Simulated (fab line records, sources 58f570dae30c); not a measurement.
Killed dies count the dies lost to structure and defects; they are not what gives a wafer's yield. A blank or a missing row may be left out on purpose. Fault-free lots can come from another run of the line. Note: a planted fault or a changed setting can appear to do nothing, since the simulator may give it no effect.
Split-lot trial | flow berkeley_cmos170 | route with 331 steps; 5 lots, 23 wafers read

== ON THE SPLIT ==
At UCB170_NLDD_COAT_01 (resist thk 900 nm), the setting resist_thk_nm was moved away from the recipe's 900 nm on 7 of the 23 wafers read, by -5.4% to -1.9%. For the rest of the wafers, this setting stayed at what the recipe calls for.

Reading taken at the split's own step.

== THE READING ==
KrF_of_NLDD_COAT_01.thk_nm (the simulator's own value, which no gauge read), in nm, at UCB170_NLDD_COAT_01 (resist thk 900 nm). There is no usual value for it anywhere in the file. The 16 wafers here that ran the recipe average 899.4 nm, standard deviation 2.8 nm.

wafer  | tool, chamber at the split | resist_thk_nm as run, nm | against the recipe | KrF_of_NLDD_COAT_01.thk_nm, nm | against lot-mates on the recipe
L076.1 | litho_track-02, 0          | 851                      | -5.4%              | 851                            | -51.5
L076.2 | litho_track-02, 0          | 851                      | -5.4%              | 851.1                          | -51.4
L076.3 | litho_track-02, 0          | 900                      | recipe             | 903.7                          | -
L076.4 | litho_track-02, 0          | 900                      | recipe             | 903                            | -
L076.6 | litho_track-02, 0          | 900                      | recipe             | 900.7                          | -
L074.1 | litho_track-04, 0          | 900                      | recipe             | 898.1                          | -
L074.2 | litho_track-04, 0          | 900                      | recipe             | 896.5                          | -
L074.4 | litho_track-04, 0          | 900                      | recipe             | 894.9                          | -
L074.5 | litho_track-04, 0          | 900                      | recipe             | 897.9                          | -
L074.6 | litho_track-04, 0          | 900                      | recipe             | 898                            | -
L079.2 | litho_track-03, 0          | 900                      | recipe             | 898.8                          | -
L079.3 | litho_track-03, 0          | 883.1                    | -1.9%              | 882.1                          | -16.1
L079.4 | litho_track-03, 0          | 883.1                    | -1.9%              | 880.8                          | -17.5
L079.5 | litho_track-03, 0          | 883.1                    | -1.9%              | 883                            | -15.2
L079.6 | litho_track-03, 0          | 900                      | recipe             | 897.7                          | -
L077.1 | litho_track-04, 0          | 900                      | recipe             | 896.7                          | -
L077.2 | litho_track-04, 0          | 900                      | recipe             | 897.3                          | -
L077.3 | litho_track-04, 0          | 853.8                    | -5.1%              | 851.4                          | -45.8
L077.4 | litho_track-04, 0          | 853.8                    | -5.1%              | 852.6                          | -44.6
L077.6 | litho_track-04, 0          | 900                      | recipe             | 897.7                          | -
L081.1 | litho_track-03, 0          | 900                      | recipe             | 900.9                          | -
L081.2 | litho_track-03, 0          | 900                      | recipe             | 904.1                          | -
L081.6 | litho_track-03, 0          | 900                      | recipe             | 903.6                          | -

FIT RESULTS
A straight line over all 23 wafers: KrF_of_NLDD_COAT_01.thk_nm changes by +9.05 nm for each +1% of resist_thk_nm; r = +0.99; the points scatter about the line by 2.5 nm.
The same after taking each lot's own level away (the mean of its wafers on the recipe; 23 wafers): +9.13 nm for each +1%; r = +1.00; scatter 1.3 nm.
On that fit, the largest move of resist_thk_nm shifts the reading by 50 nm.
The lots' own levels span 897.08 to 902.87 nm, that is 2.1 times the standard deviation above.
So the lot-to-lot level changes the slope little: the two slopes agree.
Check: -49 nm against its lot-mates is what the line predicts for one of the wafers moved furthest among these (-5.4%) when that wafer is left out of the fit. It came out at -51.5 nm against them.

== FURTHER SPLITS ON THESE WAFERS ==
Note: prior to the reading, these wafers also went through further splits. Each is held against what the fit with the lots' levels taken away leaves over:
other split on the same wafers      | wafers away from the commonest value | r with KrF_of_NLDD_COAT_01.thk_nm (lot level and that fit taken away)
UCB170_PWELL_OXIDATION_02 ox_time_s | 15                                   | +0.34
UCB170_ACTIVE_CVD_05 temp_c         | 10                                   | -0.35
UCB170_ACTIVE_STRIP_16 power_w      | 9                                    | -0.01
UCB170_SACOX_OXIDATION_01 ox_time_s | 15                                   | -0.39
UCB170_PVT_STRIP_08 o2_flow_sccm    | 8                                    | +0.00
UCB170_GATE_CVD_04 time_s           | 18                                   | -0.30
UCB170_GATE_ETCH_15 bias_w          | 10                                   | +0.27
UCB170_PLDD_COAT_01 spin_rpm        | 6                                    | +0.17

== THE WHOLE CHAIN: every reading that the file lists as answering this split, in the file's order ==
step                 | what it does      | reading                                                                     | change (the file's fit)              | r (the file's)
UCB170_NLDD_COAT_01  | resist thk 900 nm | KrF_of_NLDD_COAT_01.thk_nm (the simulator's own value, which no gauge read) | +9.12 nm for each +1% of the setting | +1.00
UCB170_NLDD_STRIP_10 | strips in O2      | strip_time_to_endpoint_s                                                    | withheld for each +1% of the setting | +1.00

== THE FILE'S OWN FIT ==
KrF_of_NLDD_COAT_01.thk_nm changes by +9.12 nm for each +1% of resist_thk_nm, r = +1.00.
